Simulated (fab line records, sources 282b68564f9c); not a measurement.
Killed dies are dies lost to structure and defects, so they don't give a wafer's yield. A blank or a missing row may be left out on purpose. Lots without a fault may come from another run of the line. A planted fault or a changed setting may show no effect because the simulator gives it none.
Tool commonality check | flow rit_cmos | 14 lots, 42 wafers sampled

WHY IT WAS OPENED
At RIT_PRETRO_OVL_MEAS_06 the reading PRETRO_OVL is flagged on 2 of 14 lots. Wafers without a fault read 0.0 nm, standard deviation 1.4.
Rule: a lot is flagged when every wafer of it that has a number lies more than 4 standard deviations from that mean, or none has a number. The other lots count as sound.

lot  | measured    | on         | PRETRO_OVL (nm), wafer by wafer | flag
L345 | day 2 15:22 | overlay-01 | -0.6 -0.7 -1.1                  |
L346 | day 2 20:21 | overlay-02 | -1.4 -1.6 0.3                   |
L347 | day 2 23:19 | overlay-01 | -1.5 -2.8 -2.4                  |
L349 | day 3 09:25 | overlay-01 | 0.2 0.6 -0.2                    |
L351 | day 3 18:38 | overlay-02 | 0.4 0.5 0.6                     |
L352 | day 4 03:10 | overlay-02 | 0.8 2.9 1.6                     |
L353 | day 4 06:17 | overlay-02 | -1.4 -0.2 -1.1                  |
L354 | day 4 11:07 | overlay-02 | 0.3 -0.8 0.8                    |
L355 | day 4 16:17 | overlay-01 | -1.4 -2.2 -0.9                  |
L357 | day 4 23:41 | overlay-02 | 238.5 240.5 239.7               | FLAGGED
L358 | day 5 06:50 | overlay-02 | -0.5 -0.2 1.0                   |
L361 | day 5 22:10 | overlay-02 | -0.2 0.6 -1.1                   |
L363 | day 6 16:04 | overlay-01 | 238.7 238.3 237.5               | FLAGGED
L365 | day 6 21:16 | overlay-02 | -2.5 -0.5 -0.2                  |
The numbers of the flagged lots are 238.9 nm on average: +238.9 nm against the usual, or +99 or more standard deviations.

WHICH TOOL RAN EACH LOT
The record holds 1 process step before the reading, out of a route of 202 steps. In each cell: the tool, then ch and the chambers that the sampled wafers went through, then the start.
lot  | flag    | RIT_PRETRO_EXPOSE_03
L345 |         | iline_stepper-02 ch 0, day 2 14:56
L346 |         | iline_stepper-01 ch 0, day 2 19:53
L347 |         | iline_stepper-01 ch 0, day 2 22:55
L349 |         | iline_stepper-01 ch 0, day 3 08:58
L351 |         | iline_stepper-02 ch 0, day 3 18:13
L352 |         | iline_stepper-02 ch 0, day 4 02:44
L353 |         | iline_stepper-01 ch 0, day 4 05:52
L354 |         | iline_stepper-02 ch 0, day 4 10:41
L355 |         | iline_stepper-01 ch 0, day 4 15:51
L357 | FLAGGED | iline_stepper-01 ch 0, day 4 23:16
L358 |         | iline_stepper-02 ch 0, day 5 06:25
L361 |         | iline_stepper-02 ch 0, day 5 21:44
L363 | FLAGGED | iline_stepper-01 ch 0, day 6 15:38
L365 |         | iline_stepper-02 ch 0, day 6 20:51
What these steps do:
- RIT_PRETRO_EXPOSE_03: exposes mask M5, target cd 43700 nm.
- RIT_PRETRO_OVL_MEAS_06

FLAGGED OVER TOTAL, TOOL BY TOOL (the gauges that took the reading come last)
step                   | tool             | lots run | flagged | share of the flagged lots | sound lots run after its first flagged lot
RIT_PRETRO_EXPOSE_03   | iline_stepper-01 | 7        | 2       | all                       | 0
RIT_PRETRO_EXPOSE_03   | iline_stepper-02 | 7        | 0       | none                      | -
RIT_PRETRO_OVL_MEAS_06 | overlay-01       | 5        | 1       | some                      | 0
RIT_PRETRO_OVL_MEAS_06 | overlay-02       | 9        | 1       | some                      | 3 (L358,L361,L365)

WHAT THE TABLE ALLOWS
1 row of the table ran every flagged lot: iline_stepper-01 at RIT_PRETRO_EXPOSE_03.
- iline_stepper-01 at RIT_PRETRO_EXPOSE_03: 2 of its 7 lots flagged. Its last sound lot is L355 (day 4 15:51), its first flagged lot L357 (day 4 23:16): a fault that began between those two fits.
One tool is left: iline_stepper-01 at RIT_PRETRO_EXPOSE_03.

WHAT THE SIMULATOR HAD PUT IN
Scanner matching overlay: iline_stepper-01, from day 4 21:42 on, at RIT_PRETRO_EXPOSE_03. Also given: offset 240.
Lots struck among those shown: L357, L363. The rule above found the same.
